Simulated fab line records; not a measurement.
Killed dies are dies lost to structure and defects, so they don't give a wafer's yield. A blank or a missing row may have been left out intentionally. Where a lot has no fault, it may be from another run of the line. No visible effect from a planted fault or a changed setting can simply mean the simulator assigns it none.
Lot-split experiment	flow berkeley-cmos170	23 wafers read across 5 lots, on a route 331 steps long

## SPLIT DETAILS
At UCB170_V1_CMP_02 (polishes SiO2), the setting leave-above-ref-nm was moved away from the recipe's 1000 nm on 5 of the 23 wafers read, by -2.0% to +4.7%. All remaining wafers had this setting at the recipe value.

The file shows no step between the split and the reading.

## THE READING
Values of V1_POLISHED_THK in nm from UCB170_V1_THK_MEAS_04. Fault-free wafers of this fab line usually give 999.7 nm, standard deviation 1.2 nm.

wafer	tool, chamber at the split	leave-above-ref-nm as run, nm	against the recipe	V1_POLISHED_THK, nm	against lot-mates on the recipe
L077.1	cmp-02, 2	1047	+4.7%	1045.7	+45.2
L077.2	cmp-02, 3,1	1047	+4.7%	1047.3	+46.8
L077.4	cmp-02, 3,1	1047	+4.7%	1046.5	+46.0
L077.5	cmp-02, 3	1000	recipe	1001.1	-
L077.6	cmp-02, 0	1000	recipe	999.8	-
L075.1	cmp-01, 2,3	1000	recipe	1002.3	-
L075.2	cmp-01, 1	1000	recipe	1000.3	-
L075.3	cmp-01, 0	980.2	-2.0%	978.2	-23.2
L075.4	cmp-01, 2,3	1000	recipe	1001.6	-
L075.6	cmp-01, 1	980.2	-2.0%	980.0	-21.4
L076.1	cmp-02, 1	1000	recipe	998.8	-
L076.2	cmp-02, 3,1	1000	recipe	999.9	-
L076.4	cmp-02, 2	1000	recipe	999.9	-
L076.5	cmp-02, 2	1000	recipe	998.6	-
L076.6	cmp-02, 3,1	1000	recipe	1000.4	-
L079.1	cmp-01, 2	1000	recipe	1000.6	-
L079.2	cmp-01, 0	1000	recipe	997.3	-
L079.4	cmp-01, 1	1000	recipe	999.0	-
L079.5	cmp-01, 1	1000	recipe	999.1	-
L079.6	cmp-01, 0	1000	recipe	995.9	-
L083.2	cmp-02, 2	1000	recipe	998.5	-
L083.3	cmp-02, 0	1000	recipe	999.2	-
L083.5	cmp-02, 0	1000	recipe	1001.2	-
When a row names more than one chamber, that row covers several wafers, and the file does not tell which wafer ran in which chamber.

FIT RESULTS
A straight line over all 23 wafers: V1_POLISHED_THK changes by +10 nm for each +1% of leave-above-ref-nm; r = +1.00; the points scatter about the line by 1.5 nm.
The same after taking each lot's own level away (the mean of its wafers on the recipe; 23 wafers): +10 nm for each +1%; r = +1.00; scatter 1.3 nm.
The reading moves by 47 nm for the largest change in leave-above-ref-nm, on that fit.
Measured against the standard deviation above, the lots' own levels, which go from 998.38 to 1001.40 nm, span 2.5 times it.
The two slopes agree, so the slope changes little with the lot-to-lot level.
Check: +47.3 nm against its lot-mates is what the line predicts for one of the wafers moved furthest among these (+4.7%) when that wafer is left out of the fit. Against them it came out at +45.2 nm.

## FURTHER SPLITS ON THESE WAFERS
Note: prior to the reading, these wafers also went through further splits. Each is held against what the fit with the lots' levels taken away leaves over:
other split on the same wafers	wafers away from the commonest value	r with V1_POLISHED_THK (lot level and that fit taken away)
UCB170_SILICIDE_SPUTTER_01 time-s	10	-0.28

## THE WHOLE CHAIN: every reading that the file lists as answering this split, in the file's order
step	what it does	reading	change (the file's fit)	r (the file's)
UCB170_V1_CMP_02	polishes SiO2	SiO2_of_V1_CVD_00.thk-nm (the simulator's own value, which no gauge read)	+9.99 nm for each +1% of the setting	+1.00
UCB170_V1_THK_MEAS_04		V1_POLISHED_THK	+10 for each +1% of the setting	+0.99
UCB170_V1_ETCH_14	etches SiO2 in CHF3/CF4/Ar, stops on Al, target depth 1250 nm, time 291 s	V1.feature-depth-nm (the simulator's own value, which no gauge read)	+10.1 nm for each +1% of the setting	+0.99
UCB170_V1_ETCH_14	etches SiO2 in CHF3/CF4/Ar, stops on Al, target depth 1250 nm, time 291 s	etch.depth-nm (the simulator's own value, which no gauge read)	+9.99 nm for each +1% of the setting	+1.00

## FILE'S OWN FIT
V1_POLISHED_THK changes by +10 nm for each +1% of leave-above-ref-nm, r = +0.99.
